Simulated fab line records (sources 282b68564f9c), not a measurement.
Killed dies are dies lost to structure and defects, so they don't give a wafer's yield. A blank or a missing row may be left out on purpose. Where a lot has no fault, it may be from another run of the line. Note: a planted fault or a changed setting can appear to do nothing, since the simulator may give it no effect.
Struck lot and sound lot, side by side + flow rit cmos + 43 steps out of a route of 202
Sound: these wafers, L339.2, L339.4, L339.5. Struck: wafers L346.1, L346.3. (L346.4 of the same lot was not struck and is left out.) The cause comes at the end.
Order at every step that has rows: each side's tool, ch and its chambers, its first start. Under that, the readings that differ: sound wafers + struck wafers + difference of the means + sigmas: that difference in standard deviations of wafers without a fault.
alike: same words and numbers on both sides, and readings whose means sit less than 2 such deviations apart. not compared: any withheld reading, any reading some wafer has no value for, any bound like >300 that may hide the same value, and any number with overlapping values for which the record gives no deviation.
Wherever a step has rows on one side only, a row that says differs or no value, or a row with sigmas, the two part there. When numbers do not overlap yet have no deviation, they are printed without sigmas and do not part them. A reading that every wafer of one side lacks parts them only if that side has two wafers or more.

first, 1 step without rows for these wafers: RIT_NRETRO_IMPLANT_08.
RIT_NRETRO_STRIP_09: strips in O2, time 180 s.
  sound on plasma asher-03 ch 0,1, day 4 03:13; struck on plasma asher-04 ch 0,1, day 5 14:40
  alike: drypump motor current A, rf refl power W
  not compared: rf hours counter h
RIT_NRETRO_TW_MEAS_10:
  sound: film metro-03 at day 4 03:25; struck: film metro-02 at day 5 14:50
  alike: NRETRO_TW
then, 6 steps without rows for these wafers: RIT_PRETRO_HMDS_00 (prime time 60 s); RIT_PRETRO_COAT_01 (resist thk 1300 nm); RIT_PRETRO_SOFTBAKE_02 (time 60 s); RIT_PRETRO_EXPOSE_03 (exposes mask M5, target cd 43700 nm); RIT_PRETRO_PEB_04; RIT_PRETRO_DEVELOP_05 (develop time 68 s).
RIT_PRETRO_OVL_MEAS_06:
  sound: overlay-02 at day 4 04:31; struck: overlay-02 at day 5 15:46
  alike: PRETRO_OVL
then, 2 steps without rows for these wafers: RIT_PRETRO_HARDBAKE_07 (time 120 s); RIT_PRETRO_IMPLANT_08.
RIT_PRETRO_STRIP_09: strips in O2, time 180 s.
  sound on plasma asher-01 ch 0,1, day 4 04:56; struck on plasma asher-04 ch 0, day 5 16:13
  alike: drypump motor current A, rf refl power W
  not compared: rf hours counter h
RIT_PRETRO_TW_MEAS_10:
  sound: film metro-04 at day 4 05:07; struck: film metro-01 at day 5 16:23
  alike: PRETRO_TW
then, 5 steps without rows for these wafers: RIT_GATE_WET_ETCH_00 (etches SiO2 in BOE, target depth 56 nm, time 60 s); RIT_GATE_CLEAN_01 (cleans in SC1, time 600 s); RIT_GATE_CLEAN_02 (cleans in dHF, time 30 s); RIT_GATE_CLEAN_03 (cleans in SC2, time 600 s); RIT_GATE_CLEAN_04 (cleans in dHF, time 60 s).
RIT_FOX2_THK_MEAS_91:
  sound: film metro-01 at day 4 05:36; struck: film metro-02 at day 5 16:52
  alike: FIELD_OXIDE_LEFT_2_THK
then, 2 steps without rows for these wafers: RIT_GATE_OXIDATION_05 (target thk 3 nm, ox time 270 s); RIT_GATE_ANNEAL_06 (time 600 s).
RIT_GATE_THK_MEAS_07:
  sound: film metro-01 at day 4 06:59; struck: film metro-01 at day 5 18:15
  alike: GATE_OXIDE_THK
then, 1 step without rows for these wafers: RIT_GATE_CVD_08 (deposits poly-Si from SiH4, target thk 250 nm, time 2220 s).
RIT_GATE_THK_MEAS_09:
  sound: film metro-01 at day 4 08:40; struck: film metro-01 at day 5 20:44
  alike: GATE_POLY_THK
then, 6 steps without rows for these wafers: RIT_GATE_HMDS_10 (prime time 60 s); RIT_GATE_COAT_11 (resist thk 850 nm); RIT_GATE_SOFTBAKE_12 (time 60 s); RIT_GATE_EXPOSE_13 (exposes mask M6, target cd 150 nm); RIT_GATE_PEB_14; RIT_GATE_DEVELOP_15 (develop time 50 s).
RIT_GATE_CD_MEAS_16: the cd target is 150 nm.
  sound: cd sem-02 at day 4 09:43; struck: cd sem-02 at day 5 21:41
| reading    | sound             | struck      | difference | sigmas |
|------------|-------------------|-------------|------------|--------|
| cd nm (nm) | 144.9 144.2 145.6 | 150.4 149.0 | +4.8       | +2     |
RIT_GATE_OVL_MEAS_17:
  sound: overlay-02 at day 4 09:49; struck: overlay-02 at day 5 21:48
  alike: GATE_OVL
then, 1 step without rows for these wafers: RIT_GATE_HARDBAKE_18 (time 60 s).
RIT_GATE_ETCH_19: etches poly-Si in SF6/CHF3/O2, stops on SiO2, time 165 s, target depth 312.5 nm.
  sound on rie si-02 ch 1,3, day 4 09:59; struck on rie si-01 ch 2,3, day 5 21:59
  alike: drypump motor current A, oes product au, throttle valve pct
  not compared: rf hours counter h
RIT_GATE_STRIP_20: strips in O2, time 180 s.
  sound on plasma asher-03 ch 0,1, day 4 10:06; struck on plasma asher-03 ch 0,1, day 5 22:06
  alike: drypump motor current A, rf refl power W
  not compared: rf hours counter h
RIT_GATE_CD_MEAS_90: the cd target is 150 nm.
  sound: cd sem-01 at day 4 10:18; struck: cd sem-01 at day 5 22:16
| reading    | sound             | struck      | difference | sigmas |
|------------|-------------------|-------------|------------|--------|
| cd nm (nm) | 144.7 144.2 145.8 | 150.2 149.1 | +4.7       | +2     |
then, 4 steps without rows for these wafers: RIT_REOX_CLEAN_00 (cleans in SC1, time 600 s); RIT_REOX_CLEAN_01 (cleans in dHF, time 30 s); RIT_REOX_CLEAN_02 (cleans in SC2, time 600 s); RIT_REOX_OXIDATION_03 (target thk 25.2 nm, ox time 5580 s).
RIT_REOX_THK_MEAS_04:
  sound: film metro-01 at day 4 13:22; struck: film metro-01 at day 6 01:20
  alike: REOX_OXIDE_THK
RIT_M1_PROBE_99:
  sound: prober-02 at day 5 06:16; struck: prober-01 at day 6 18:22
| reading             | sound | struck | difference | sigmas |
|---------------------|-------|--------|------------|--------|
| killed at front end | 7 6 7 | 26 35  | +24        | +8     |
| killed dies         | 7 6 7 | 26 35  | +24        | +8     |
| killed on rim       | 1 3 3 | 8 9    | +6         | +5     |
  alike: killed_at_M0_to_M3, killed at contacts, killed open, killed short

## WHERE THEY PART
Last at RIT_M1_PROBE_99 as far as this record goes, first at RIT_GATE_CD_MEAS_16.

WHY: the cause the simulator had injected
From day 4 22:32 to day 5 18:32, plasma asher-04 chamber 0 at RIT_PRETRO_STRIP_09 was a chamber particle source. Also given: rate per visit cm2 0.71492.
